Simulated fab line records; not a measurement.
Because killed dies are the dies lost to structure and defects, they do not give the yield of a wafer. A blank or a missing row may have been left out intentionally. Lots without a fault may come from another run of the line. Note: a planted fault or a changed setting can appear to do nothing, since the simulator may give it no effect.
Which of the tools did it? || flow berkeley-cmos170 || 6 lots, 18 wafers sampled, at 2 steps of a route of 331

## WHAT THE GAUGES READ, wafer by wafer
UCB170_V1_THK_MEAS_04.
{"lot": "L114", "measured": "day 7 14:37", "on": "film-metro-02", "V1_POLISHED_THK (nm)": "999.3 999.8 998.8"}
{"lot": "L117", "measured": "day 8 14:14", "on": "film-metro-02", "V1_POLISHED_THK (nm)": "998.3 1000.3 998.1"}
{"lot": "L118", "measured": "day 8 14:32", "on": "film-metro-03", "V1_POLISHED_THK (nm)": "998.6 1001.7 1002.5"}
{"lot": "L121", "measured": "day 9 07:34", "on": "film-metro-01", "V1_POLISHED_THK (nm)": "999.7 999.0 999.2"}
{"lot": "L128", "measured": "day 10 13:53", "on": "film-metro-01", "V1_POLISHED_THK (nm)": "1000.2 1002.9 1000.0"}
{"lot": "L133", "measured": "day 11 07:11", "on": "film-metro-02", "V1_POLISHED_THK (nm)": "998.4 997.3 997.2"}

## WHAT TOOL EACH LOT RAN ON (gives the tool, then ch and the chambers of the sampled wafers, and finally the start)
{"lot": "L114", "UCB170_V1_CMP_02": "cmp-01 ch 0,1,2, day 7 14:11"}
{"lot": "L117", "UCB170_V1_CMP_02": "cmp-01 ch 1,2,3, day 8 13:49"}
{"lot": "L118", "UCB170_V1_CMP_02": "cmp-02 ch 1,3, day 8 14:07"}
{"lot": "L121", "UCB170_V1_CMP_02": "cmp-01 ch 0,3, day 9 07:11"}
{"lot": "L128", "UCB170_V1_CMP_02": "cmp-01 ch 0,1,2, day 10 13:28"}
{"lot": "L133", "UCB170_V1_CMP_02": "cmp-01 ch 0,1,2, day 11 06:45"}
- UCB170_V1_CMP_02: polishes SiO2.

## THE ANSWER, worked out from the rows above alone
Rule: the usual values come from the lots themselves. Put in order of their means at a reading, lots are off if they are a third of the lots or fewer, leave a main group of 4 or more, and stand apart from it by a gap of 3 or more times the standard deviation of the main group's means; of several such gaps the widest counts. A main group whose means are all the same, to the digits that the tables above print for the reading, isn't used. A lot without any number at a reading at which 4 lots or more have one is off too. All remaining lots with rows at the step are treated as sound.
None of the lots is off at any reading shown; this tells nothing.

## WHAT THE SIMULATOR HAD INSERTED
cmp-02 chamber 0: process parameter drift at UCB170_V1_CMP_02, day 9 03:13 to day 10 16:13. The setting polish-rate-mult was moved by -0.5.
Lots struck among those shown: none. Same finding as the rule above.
